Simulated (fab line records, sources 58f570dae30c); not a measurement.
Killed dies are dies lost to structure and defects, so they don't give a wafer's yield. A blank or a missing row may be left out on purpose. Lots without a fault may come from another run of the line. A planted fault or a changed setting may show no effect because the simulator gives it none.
Which tool did it? | flow berkeley_cmos170 | 14 lots, 42 wafers sampled, at 5 steps of a route of 331

WHAT THE GAUGES READ, wafer by wafer
UCB170_START_THK_MEAS_03. Usual: START_OXIDE_THK 19.9 nm, standard deviation 0.35.
lot  | measured    | on            | START_OXIDE_THK (nm) | flag
L839 | day 1 14:30 | film_metro-03 | 19.7 19.8 19.7       |
L842 | day 2 08:04 | film_metro-01 | 20.1 19.9 20.0       |
L846 | day 3 04:50 | film_metro-01 | 19.5 19.8 19.9       |
L849 | day 3 17:32 | film_metro-01 | 19.1 19.4 19.1       |
L850 | day 3 23:01 | film_metro-02 | 20.3 20.5 20.5       |
L851 | day 4 05:13 | film_metro-02 | 19.5 19.7 19.6       |
L854 | day 4 17:37 | film_metro-03 | 20.1 20.1 20.0       |
L855 | day 5 02:13 | film_metro-02 | 19.9 19.7 19.9       |
L856 | day 5 02:13 | film_metro-03 | 19.2 19.4 19.2       |
L857 | day 5 14:27 | film_metro-01 | 19.7 19.8 19.6       |
L858 | day 5 14:27 | film_metro-02 | 20.0 19.5 19.7       |
L859 | day 5 19:53 | film_metro-01 | 20.6 20.4 20.4       |
L860 | day 5 23:39 | film_metro-03 | 20.1 20.2 20.5       |
L861 | day 6 03:44 | film_metro-03 | 20.0 20.0 20.0       |

UCB170_WELLDRIVE_THK_MEAS_02. Usual: WELLDRIVE_OXIDE_THK 199 nm, standard deviation 3.1.
lot  | measured    | on            | WELLDRIVE_OXIDE_THK (nm) | flag
L839 | day 3 05:02 | film_metro-01 | 203 201 200              |
L842 | day 4 06:18 | film_metro-01 | 203 201 201              |
L846 | day 5 09:31 | film_metro-01 | 200 200 202              |
L849 | day 6 08:43 | film_metro-03 | 219 217 219 219 217 219  | OFF
L850 | day 6 08:43 | film_metro-04 | 213 215 219 213 215 219  | OFF
L851 | day 6 15:30 | film_metro-01 | 203 198 203              |
L854 | day 6 22:46 | film_metro-04 | 199 197 200              |
L855 | day 7 08:07 | film_metro-04 | 196 196 196              |
L856 | day 7 08:07 | film_metro-03 | 201 199 199              |
L857 | day 7 16:58 | film_metro-03 | 193 195 194              |
L858 | day 7 20:28 | film_metro-04 | 201 203 204              |
L859 | day 7 23:57 | film_metro-04 | 207 201 201              |
L860 | day 7 20:29 | film_metro-03 | 199 198 201              |
L861 | day 8 04:43 | film_metro-04 | 205 202 201              |

UCB170_PVT_OVL_MEAS_06. Usual: PVT_OVL 2 nm, standard deviation 5.5.
lot  | measured     | on         | PVT_OVL (nm) | flag
L839 | day 6 00:48  | overlay-02 | -9 -11 -9    |
L842 | day 6 13:07  | overlay-01 | -6 1 -8      |
L846 | day 7 18:11  | overlay-02 | -9 -3 -4     |
L849 | day 8 13:04  | overlay-01 | 2 6 6        |
L850 | day 8 13:21  | overlay-01 | 1 0 0        |
L851 | day 8 12:35  | overlay-01 | 10 9 9       |
L854 | day 8 23:35  | overlay-02 | 1 3 7        |
L855 | day 9 14:20  | overlay-01 | 7 8 -6       |
L856 | day 9 14:21  | overlay-02 | 9 6 7        |
L857 | day 9 22:43  | overlay-01 | -5 0 0       |
L858 | day 10 04:28 | overlay-01 | -3 -1 4      |
L859 | day 10 04:17 | overlay-02 | 7 12 12      |
L860 | day 10 03:46 | overlay-02 | 9 6 0        |
L861 | day 10 03:45 | overlay-01 | 7 8 4        |

WHICH TOOL RAN EACH LOT (tool, then ch and the chambers of the sampled wafers, then the start)
lot  | UCB170_ZERO_ETCH_06               | UCB170_WELLDRIVE_OXIDATION_01
L839 | rie_diel-03 ch 0,2,3, day 1 17:41 | furnace-02 ch 0, day 3 01:32
L842 | rie_diel-02 ch 1,2,3, day 2 12:20 | furnace-02 ch 0, day 4 02:48
L846 | rie_diel-02 ch 1,2, day 3 10:02   | furnace-01 ch 0, day 5 06:01
L849 | rie_diel-04 ch 0,2,3, day 3 23:57 | furnace-01 ch 0, day 6 05:13
L850 | rie_diel-04 ch 1,2,3, day 4 04:40 | furnace-01 ch 0, day 6 05:13
L851 | rie_diel-04 ch 1,2,3, day 4 12:41 | furnace-02 ch 0, day 6 11:59
L854 | rie_diel-02 ch 1,2,3, day 5 01:44 | furnace-03 ch 0, day 6 19:16
L855 | rie_diel-03 ch 2,3, day 5 13:23   | furnace-02 ch 0, day 7 04:36
L856 | rie_diel-03 ch 1,2, day 5 13:32   | furnace-02 ch 0, day 7 04:36
L857 | rie_diel-02 ch 1,2,3, day 5 23:37 | furnace-02 ch 0, day 7 13:27
L858 | rie_diel-03 ch 1,2, day 5 22:11   | furnace-02 ch 0, day 7 16:57
L859 | rie_diel-03 ch 2,3, day 6 01:48   | furnace-02 ch 0, day 7 20:27
L860 | rie_diel-03 ch 2,3, day 6 03:50   | furnace-02 ch 0, day 7 16:57
L861 | rie_diel-02 ch 0,3, day 6 09:32   | furnace-02 ch 0, day 8 01:12
- UCB170_ZERO_ETCH_06: etches SiO2 in CHF3/CF4/Ar, time 12 s.
- UCB170_WELLDRIVE_OXIDATION_01: target thk 199 nm, ox time 9000 s.

WHAT THE TOOLS THEMSELVES READ (means of the sampled wafers that have a number; where no wafer has one, the mark that the record gives instead)
UCB170_ZERO_ETCH_06. Usual: drypump_motor_current_A 5.7 A, standard deviation 0.56; oes_product_au 0.618 a.u., standard deviation 0.0086; rf_fwd_power_W 492 W, standard deviation 3.1; throttle_valve_pct 9.20 %, standard deviation 0.14.
lot  | tool        | drypump_motor_current_A (A) | oes_product_au (a.u.) | rf_fwd_power_W (W) | throttle_valve_pct (%) | flag
L839 | rie_diel-03 | 5.8                         | 0.611                 | 493                | 9.23                   |
L842 | rie_diel-02 | 5.7                         | 0.619                 | 490                | 9.22                   |
L846 | rie_diel-02 | 5.6                         | 0.619                 | 488                | 9.09                   |
L849 | rie_diel-04 | 6.0                         | 0.613                 | 489                | 9.22                   |
L850 | rie_diel-04 | 5.3                         | 0.613                 | 491                | 9.18                   |
L851 | rie_diel-04 | 5.4                         | 0.612                 | 492                | 9.18                   |
L854 | rie_diel-02 | 5.7                         | 0.617                 | 489                | 9.22                   |
L855 | rie_diel-03 | 5.7                         | 0.616                 | 493                | 9.17                   |
L856 | rie_diel-03 | 6.4                         | 0.625                 | 494                | 9.11                   |
L857 | rie_diel-02 | 5.7                         | 0.623                 | 488                | 9.23                   |
L858 | rie_diel-03 | 6.1                         | 0.626                 | 493                | 9.16                   |
L859 | rie_diel-03 | 5.7                         | 0.617                 | 494                | 9.18                   |
L860 | rie_diel-03 | 5.5                         | 0.620                 | 496                | 9.13                   |
L861 | rie_diel-02 | 5.5                         | 0.612                 | 492                | 9.36                   |

UCB170_WELLDRIVE_OXIDATION_01. Usual: spike_tc_centre_C 1102.7 C, standard deviation 1.1; spike_tc_load_C 1128.9 C, standard deviation 1.8; spike_tc_source_C 1125.5 C, standard deviation 1.5; tube_center_temp_C 1100.0 C, standard deviation 0.11; tube_center_temp_C_max 1102.9, standard deviation 0.46.
lot  | tool       | spike_tc_centre_C (C) | spike_tc_load_C (C) | spike_tc_source_C (C) | tube_center_temp_C (C) | tube_center_temp_C_max | flag
L839 | furnace-02 | 1103.2                | 1128.5              | 1123.9                | 1100.2                 | 1102.9                 |
L842 | furnace-02 | 1102.4                | 1128.1              | 1125.5                | 1100.1                 | 1102.9                 |
L846 | furnace-01 | 1103.0                | 1130.8              | 1125.8                | 1100.1                 | 1102.8                 |
L849 | furnace-01 | 1121.7                | 1150.9              | 1146.0                | 1119.9                 | 1122.6                 | OFF
L850 | furnace-01 | 1122.6                | 1150.9              | 1146.8                | 1120.0                 | 1122.4                 | OFF
L851 | furnace-02 | 1103.2                | 1127.2              | 1124.9                | 1100.0                 | 1102.6                 |
L854 | furnace-03 | 1103.2                | 1129.1              | 1126.8                | 1100.1                 | 1102.8                 |
L855 | furnace-02 | 1102.3                | 1127.9              | 1125.3                | 1099.9                 | 1103.0                 |
L856 | furnace-02 | 1102.4                | 1128.7              | 1125.2                | 1100.0                 | 1103.0                 |
L857 | furnace-02 | 1102.9                | 1126.5              | 1124.9                | 1100.0                 | 1102.5                 |
L858 | furnace-02 | 1102.6                | 1128.0              | 1124.6                | 1099.9                 | 1102.7                 |
L859 | furnace-02 | 1102.7                | 1126.5              | 1124.7                | 1100.1                 | 1102.8                 |
L860 | furnace-02 | 1103.3                | 1127.3              | 1123.4                | 1100.0                 | 1102.3                 |
L861 | furnace-02 | 1102.7                | 1129.4              | 1125.8                | 1100.0                 | 1102.3                 |

THE ANSWER, worked out from the rows above alone
Rule: a lot is off if the mean of its wafers that have a number lies more than 3 standard deviations from the usual mean. A lot without any number at a reading at which 4 lots or more have one is off too. The other lots that the step has rows for count as sound. The gauges are gone through in route order, then the tools' own readings, and for those a lot's mean is taken as printed above. The first step at which some lot is off is used, and at that step the reading that is off furthest; a lot without a number counts as furthest.
Off: L849, L850, at UCB170_WELLDRIVE_THK_MEAS_02 (WELLDRIVE_OXIDE_THK).
A tool fits if, at a process step before that reading, it ran every lot that is off, and no sound lot after the first of them. The gauges at UCB170_WELLDRIVE_THK_MEAS_02 aren't tried: what is off there is off at UCB170_WELLDRIVE_OXIDATION_01 too, on other tools, and a gauge's error can't cause that. One fits: furnace-01 at UCB170_WELLDRIVE_OXIDATION_01. Its last sound lot is L846 (day 5 06:01), its first lot that is off L849 (day 6 05:13): a fault that began between those two fits.
The tool's own readings at UCB170_WELLDRIVE_OXIDATION_01 bear it out: on the lots that are off they differ by more than 5 times the standard deviation of the sound lots' means. spike_tc_centre_C reads 1122.2 C there against 1102.8 C on the sound lots; spike_tc_load_C reads 1150.9 C there against 1128.2 C on the sound lots; spike_tc_source_C reads 1146.4 C there against 1125.1 C on the sound lots; tube_center_temp_C reads 1120.0 C there against 1100.0 C on the sound lots; tube_center_temp_C_max reads 1122.5 there against 1102.7 on the sound lots.

WHAT THE SIMULATOR HAD PUT IN
Process parameter drift: furnace-01, from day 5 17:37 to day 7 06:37, at UCB170_WELLDRIVE_OXIDATION_01. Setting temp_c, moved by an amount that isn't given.
Lots struck among those shown: L849, L850. The rule above found the same.
